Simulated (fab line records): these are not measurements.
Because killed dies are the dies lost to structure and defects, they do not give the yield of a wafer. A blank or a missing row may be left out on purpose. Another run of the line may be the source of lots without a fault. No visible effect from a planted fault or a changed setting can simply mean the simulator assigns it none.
fab line records ; flow rit-cmos
[record] lots = 5; wafers = 15; last-day = 7
route steps=202 shown NSD@133 PSD@142 SDANNEAL@153 M1@202
lots that met no fault: taken from a fault-free run of the same line
start-h: start of the lot's first displayed wafer, in hours after the record's first day ; wait-h: hours elapsed since this lot's preceding step ; " as in the row above ; L1.1+2: a single row standing in for several wafers ; - no value present, or no start provided ; * or withheld: withheld ; < > ~ a bound
route shown NAME@n: NAME is a module with steps in the file, n the number in the route of the first one ; usual: the fault-free wafers' mean and standard deviation ; same: alike in all rows ; chamber/n: place in a boat ; sites: readings site by site ; _std_site: standard deviation of those values ; _edge_site: the outer-site mean with the inner-site mean subtracted ; radius-mm: for every site, how far away it sits from the centre of the wafer ; mask NAME#n: copy n ; behind: the tool/chamber that last shaped the wafer ; hold: what put the lot on hold/how long, in hours/how the hold closed ; device: the n, p or np transistor that did not switch ; end of line: tests run on the same wafers once the route is complete ; a step given without rows: its recipe and nothing more ; killed: the dies lost at the first sort to structure and to defects; this is not the yield of the wafer ; map: a wafer's dies, marking killed ones x, the rest . and places with no die _
set.NAME: the run value of the setting; set.NAME@STEP: its run value at that earlier step ; model.NAME: the simulator's own value behind a step, which no gauge read
lots seen at some steps along the route; tables by step, rows by wafer
services: a tool's chamber out of use, with start hour (start-h, from the record's first day; less than 0 if before it), hours out, and reason
[[steps]]
[step RIT_NSD_SOFTBAKE_02]
[recipe] resist = NOVOLAK; temp-c = 90; time-s = 60
[step RIT_NSD_EXPOSE_03]
[recipe] mask-id = M9; na = 0.57; target-cd-nm = 40700; dose-mj = 250
[step RIT_NSD_PEB_04]
[recipe] resist = NOVOLAK; temp-c = withheld; time-s = withheld
[step RIT_NSD_DEVELOP_05]
[recipe] resist = NOVOLAK; develop-time-s = 50; dev-temp-c = 23
[step RIT_NSD_OVL_MEAS_06]
[usual] NSD_OVL = 0.0/1.4
lot.wafer;tool;chamber;start-h;wait-h;NSD_OVL[nm]
L769.2;overlay-01;-;79.09;-;-0.3
L769.3;overlay-01;-;79.09;-;-1.3
L769.4;overlay-01;-;79.09;-;-0.1
L771.3;overlay-02;-;84.12;-;0.1
L771.4;overlay-02;-;84.12;-;-0.3
L771.5;overlay-02;-;84.12;-;-1.2
L774.2;overlay-01;-;95.77;-;2.0
L774.3;overlay-01;-;95.77;-;1.3
L774.4;overlay-01;-;95.77;-;1.6
L778.1;overlay-02;-;113.09;-;-1.3
L778.3;overlay-02;-;113.09;-;1.2
L778.4;overlay-02;-;113.09;-;-0.8
L785.1;overlay-02;-;149.36;-;-2.8
L785.3;overlay-02;-;149.36;-;-2.6
L785.6;overlay-02;-;149.36;-;0.2
[step RIT_NSD_HARDBAKE_07]
[recipe] resist = NOVOLAK; temp-c = 140; time-s = 60
[step RIT_NSD_IMPLANT_08]
[recipe] species = P; energy-kev = 25; dose-cm2 = 1e+15; tilt-deg = 7
[step RIT_NSD_STRIP_09]
[recipe] chemistry = O2; time-s = 180; resist = NOVOLAK; platen-temp-c = withheld; power-w = 500; pressure-mtorr = 4000; o2-flow-sccm = 4000
[usual] drypump-motor-current-A = 5.9/0.47
lot.wafer;tool;chamber;start-h;wait-h;drypump-motor-current-A;rf-hours-counter-h
L769.2;plasma-asher-03;1;79.56;0.1;5.4;40
L769.3;plasma-asher-03;0;79.56;0.1;5.9;-
L769.4;plasma-asher-03;1;79.56;0.1;5.5;-
L771.3;plasma-asher-04;1;84.50;0.1;6.7;-
L771.4;plasma-asher-04;0;84.50;0.1;6.4;-
L771.5;plasma-asher-04;0;84.50;0.1;6.3;-
L774.2;plasma-asher-04;1;96.10;0.1;6.7;32
L774.3;plasma-asher-04;1;96.10;0.1;6.7;-
L774.4;plasma-asher-04;0;96.10;0.1;6.4;-
L778.1;plasma-asher-04;0;113.42;0.1;6.3;35
L778.3;plasma-asher-04;1;113.42;0.1;6.7;-
L778.4;plasma-asher-04;0;113.42;0.1;6.4;-
L785.1;plasma-asher-04;1;149.70;0.1;6.7;39
L785.3;plasma-asher-04;0;149.70;0.1;6.4;-
L785.6;plasma-asher-04;0;149.70;0.1;6.3;-
[step RIT_NSD_TW_MEAS_10]
[usual] NSD_TW = 3112/12
lot.wafer;tool;chamber;start-h;wait-h;NSD_TW
L769.2;film-metro-04;-;79.74;0.1;3097
L769.3;film-metro-04;-;79.74;0.1;3086
L769.4;film-metro-04;-;79.74;0.1;3108
L771.3;film-metro-04;-;84.64;0.1;3108
L771.4;film-metro-04;-;84.64;0.1;3100
L771.5;film-metro-04;-;84.64;0.1;3093
L774.2;film-metro-03;-;96.29;0.1;3141
L774.3;film-metro-03;-;96.29;0.1;3131
L774.4;film-metro-03;-;96.29;0.1;3125
L778.1;film-metro-03;-;113.60;0.1;3119
L778.3;film-metro-03;-;113.60;0.1;3128
L778.4;film-metro-03;-;113.60;0.1;3138
L785.1;film-metro-03;-;149.87;0.1;3107
L785.3;film-metro-03;-;149.87;0.1;3140
L785.6;film-metro-03;-;149.87;0.1;3112
[step RIT_PSD_HMDS_00]
[recipe] prime-time-s = 60; prime-temp-c = 140
[step RIT_PSD_COAT_01]
[recipe] resist = NOVOLAK; spin-rpm = 3250; resist-thk-nm = 1000
[step RIT_PSD_SOFTBAKE_02]
[recipe] resist = NOVOLAK; temp-c = 90; time-s = 60
[step RIT_PSD_EXPOSE_03]
[recipe] mask-id = M10; na = 0.57; target-cd-nm = 40900; dose-mj = 250
lot.wafer;tool;chamber;start-h;wait-h;mask
L769.2+3+4;iline-stepper-02;0;80.43;0.2;M10#0
L771.3+4+5;iline-stepper-01;0;85.29;0.2;M10#0
L774.2+3+4;iline-stepper-01;0;96.93;0.2;M9#0
L778.1+3+4;iline-stepper-01;0;114.11;0.1;M10#0
L785.1+3+6;iline-stepper-02;0;150.51;0.2;M10#0
[step RIT_PSD_PEB_04]
[recipe] resist = NOVOLAK; temp-c = withheld; time-s = withheld
[step RIT_PSD_DEVELOP_05]
[recipe] resist = NOVOLAK; develop-time-s = 50; dev-temp-c = 23
[step RIT_PSD_OVL_MEAS_06]
[usual] PSD_OVL = -0.1/1.5
lot.wafer;tool;chamber;start-h;wait-h;PSD_OVL[nm]
L769.2;overlay-01;-;80.89;-;-0.5
L769.3;overlay-01;-;80.89;-;-0.1
L769.4;overlay-01;-;80.89;-;0.2
L771.3;overlay-02;-;85.67;-;-0.6
L771.4;overlay-02;-;85.67;-;2.8
L771.5;overlay-02;-;85.67;-;1.6
L774.2;overlay-02;-;97.32;-;-
L774.3;overlay-02;-;97.32;-;-
L774.4;overlay-02;-;97.32;-;-
L778.1;overlay-02;-;114.51;-;1.8
L778.3;overlay-02;-;114.51;-;1.1
L778.4;overlay-02;-;114.51;-;0.7
L785.1;overlay-02;-;151.00;-;-0.7
L785.3;overlay-02;-;151.00;-;-1.7
L785.6;overlay-02;-;151.00;-;-0.9
[step RIT_PSD_HARDBAKE_07]
[recipe] resist = NOVOLAK; temp-c = 140; time-s = 60
[step RIT_PSD_IMPLANT_08]
[recipe] species = BF2; energy-kev = 27; dose-cm2 = 5e+15; tilt-deg = 7
[step RIT_PSD_STRIP_09]
[recipe] chemistry = O2; time-s = 180; resist = NOVOLAK; platen-temp-c = withheld; power-w = 500; pressure-mtorr = 4000; o2-flow-sccm = 4000
[usual] drypump-motor-current-A = 5.9/0.4
lot.wafer;tool;chamber;start-h;wait-h;drypump-motor-current-A;rf-hours-counter-h
L769.2;plasma-asher-03;1;81.34;0.1;5.5;41
L769.3;plasma-asher-03;0;81.34;0.1;5.9;-
L769.4;plasma-asher-03;1;81.34;0.1;5.5;-
L771.3;plasma-asher-04;0;86.16;0.1;6.4;-
L771.4;plasma-asher-04;1;86.16;0.1;6.7;-
L771.5;plasma-asher-04;1;86.16;0.1;6.7;-
L774.2;plasma-asher-04;1;97.88;0.1;6.7;32
L774.3;plasma-asher-04;1;97.88;0.1;6.7;-
L774.4;plasma-asher-04;0;97.88;0.1;6.3;-
L778.1;plasma-asher-03;0;114.84;0.1;5.9;46
L778.3;plasma-asher-03;1;114.84;0.1;5.4;-
L778.4;plasma-asher-03;0;114.84;0.1;5.9;-
L785.1;plasma-asher-03;1;151.34;0.1;5.5;50
L785.3;plasma-asher-03;0;151.34;0.1;5.9;-
L785.6;plasma-asher-03;1;151.34;0.1;5.4;-
[step RIT_PSD_TW_MEAS_10]
[usual] PSD_TW = 3420/15
lot.wafer;tool;chamber;start-h;wait-h;PSD_TW
L769.2;film-metro-03;-;81.52;0.1;3405
L769.3;film-metro-03;-;81.52;0.1;3426
L769.4;film-metro-03;-;81.52;0.1;3417
L771.3;film-metro-02;-;86.30;0.1;3417
L771.4;film-metro-02;-;86.30;0.1;3411
L771.5;film-metro-02;-;86.30;0.1;3408
L774.2;film-metro-04;-;98.06;0.1;30
L774.3;film-metro-04;-;98.06;0.1;30
L774.4;film-metro-04;-;98.06;0.1;30
L778.1;film-metro-02;-;115.02;0.1;3424
L778.3;film-metro-02;-;115.02;0.1;3432
L778.4;film-metro-02;-;115.02;0.1;3434
L785.1;film-metro-04;-;151.52;0.1;3396
L785.3;film-metro-04;-;151.52;0.1;3407
L785.6;film-metro-04;-;151.52;0.1;3397
[step RIT_SDANNEAL_CLEAN_00]
[recipe] chemistry = SC1; mix = 3:3:50; time-s = 600; temp-c = 75
[step RIT_M1_PROBE_99]
[usual] killed-at-contacts = 0.0/0.2; killed-at-front-end = 7.3/2.8; killed-dies = 7.3/2.8; killed-on-rim = 1.9/1.3; killed-open = 3.8/1.9; killed-short = 3.5/1.8
[same] gross-dies = 264; killed_at_M0_to_M3 = 0; killed_at_M4_up = 0; killed-at-back-side = 0; killed-at-other = 0
lot.wafer;tool;chamber;start-h;wait-h;killed-at-contacts;killed-at-front-end;killed-dies;killed-on-rim;killed-open;killed-short
L769.2;prober-02;-;91.25;0.1;0;9;9;5;5;4
L769.3;prober-02;-;91.30;0.2;0;4;4;0;0;4
L769.4;prober-02;-;91.35;0.2;1;9;10;1;7;3
L771.3;prober-01;-;94.35;0.2;0;8;8;1;4;4
L771.4;prober-01;-;94.40;0.2;0;8;8;0;4;4
L771.5;prober-01;-;94.45;0.2;0;5;5;2;1;4
L774.2;prober-01;-;105.95;0.1;0;264;264;70;4;7
L774.3;prober-01;-;106.00;0.2;0;264;264;70;4;6
L774.4;prober-01;-;106.05;0.2;0;264;264;70;2;4
L778.1;prober-01;-;123.35;0.1;0;8;8;2;4;4
L778.3;prober-01;-;123.45;0.2;0;5;5;0;3;2
L778.4;prober-01;-;123.50;0.2;0;6;6;1;3;3
L785.1;prober-02;-;159.37;0.1;0;8;8;2;4;4
L785.3;prober-02;-;159.47;0.2;0;4;4;1;3;1
L785.6;prober-02;-;159.62;0.2;0;6;6;2;4;2
// killed by level:class
L769.2 GATE:geometric-particle:open=3 GATE:geometric-particle:short=2 FOX1:geometric-particle:short=1 FOX1:geometric-particle:open=1 REOX:geometric-particle:short=1 REOX:geometric-particle:open=1
L769.3 FOX1:geometric-particle:short=2 GATE:geometric-particle:short=1 REOX:geometric-particle:short=1
L769.4 GATE:geometric-particle:open=5 FOX1:geometric-particle:open=1 GATE:geometric-particle:short=1 REOX:geometric-particle:short=1 SILICIDE:geometric-particle:short=1 CONTACT:geometric-particle:open=1
L771.3 FOX1:geometric-particle:open=2 GATE:geometric-particle:short=2 FOX2:geometric-particle:short=1 GATE:geometric-particle:open=1 REOX:geometric-particle:short=1 SILICIDE:geometric-particle:open=1
L771.4 SILICIDE:geometric-particle:open=2 FOX1:geometric-particle:short=1 FOX2:geometric-particle:short=1 FOX2:geometric-particle:open=1 GATE:geometric-particle:short=1 SPACER:geometric-particle:open=1 SILICIDE:geometric-particle:short=1
L771.5 SILICIDE:geometric-particle:short=2 FOX1:geometric-particle:open=1 FOX1:geometric-particle:short=1 GATE:geometric-particle:short=1
L774.2 PSD:area-expose=253 FOX1:geometric-particle:short=3 FOX1:geometric-particle:open=3 FOX2:geometric-particle:short=2 SILICIDE:geometric-particle:short=2 GATE:geometric-particle:open=1
L774.3 PSD:area-expose=254 SILICIDE:geometric-particle:short=3 GATE:geometric-particle:short=2 SILICIDE:geometric-particle:open=2 FOX1:geometric-particle:open=1 FOX1:geometric-particle:short=1 FOX2:geometric-particle:open=1
L774.4 PSD:area-expose=258 FOX1:geometric-particle:open=2 FOX1:geometric-particle:short=1 GATE:geometric-particle:short=1 REOX:geometric-particle:short=1 SPACER:geometric-particle:short=1
L778.1 FOX1:geometric-particle:short=2 SPACER:geometric-particle:open=2 FOX1:geometric-particle:open=1 FOX2:geometric-particle:short=1 GATE:geometric-particle:open=1 SPACER:geometric-particle:short=1
L778.3 FOX2:geometric-particle:short=2 GATE:geometric-particle:open=2 SILICIDE:geometric-particle:open=1
L778.4 GATE:geometric-particle:short=3 GATE:geometric-particle:open=2 SILICIDE:geometric-particle:open=1
L785.1 REOX:geometric-particle:open=2 SILICIDE:geometric-particle:open=2 FOX1:geometric-particle:short=1 GATE:geometric-particle:short=1 REOX:geometric-particle:short=1 SILICIDE:geometric-particle:short=1
L785.3 GATE:geometric-particle:open=2 FOX1:geometric-particle:open=1 REOX:geometric-particle:short=1
L785.6 GATE:geometric-particle:open=2 FOX1:geometric-particle:short=1 REOX:geometric-particle:open=1 SILICIDE:geometric-particle:short=1 STARTING-WAFER:geometric-particle:open=1
// map L774.2 (x killed, . not)
________xxxxxxx_______
_____xxxxxxxxxxxxx____
____xxxxxxxxxxxxxxx___
___xxxxxxxxxxxxxxxxx__
__xxxxxxxxxxxxxxxxxxx_
__xxxxxxxxxxxxxxxxxxx_
_xxxxxxxxxxxxxxxxxxxxx
_xxxxxxxxxxxxxxxxxxxxx
_xxxxxxxxxxxxxxxxxxxxx
_xxxxxxxxxxxxxxxxxxxxx
__xxxxxxxxxxxxxxxxxxx_
__xxxxxxxxxxxxxxxxxxx_
___xxxxxxxxxxxxxxxxx__
____xxxxxxxxxxxxxxx___
_____xxxxxxxxxxxxx____
________xxxxxxx_______
// map L771.3 (x killed, . not)
________......._______
_____.............____
____....x..x.......___
___.................__
__..................._
__.............x....._
_x.........x..........
_........x........x...
_.....................
_.....................
__................x.._
__..................._
___.................__
____...............___
_____.............____
________......._______
[[services]]
tool;chamber;start-h;hours;kind
iline-stepper-02;0;111.26;-;calibration
iline-stepper-01;-;115.01;3.7;repair
[[key]]
[first-sign] step = RIT_PSD_EXPOSE_03; reading = mask; direction = changed
[effect] step = RIT_PSD_OVL_MEAS_06; reading = PSD_OVL; direction = missing
[effect] step = RIT_PSD_TW_MEAS_10; reading = PSD_TW; direction = down; sigmas = 99+; usual = 3420; struck = 30
[effect] step = RIT_M1_PROBE_99; reading = killed-at-front-end; direction = up; sigmas = 90; usual = 7.3; struck = 264
[more-kills-born-at] RIT_PSD_EXPOSE_03@iline-stepper-01 = 765
met-at RIT_PSD_EXPOSE_03
struck-wafers L774.2,L774.3,L774.4
tester-left-out L774
onset-between 85.29 96.93
[fault] kind = wrong-mask; tool = any; chamber = -; onset-h = 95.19; steps = RIT_PSD_EXPOSE_03; aux-copy = M9#0; scope = struck-lots-only
// tester-left-out: of these lots the tester's yield and bins aren't shown, on N5 and GAA mostly nor the transistor test; their killed dies are dies lost to structure and defects alone, not to doping, threshold or leakage, so they don't give the yield
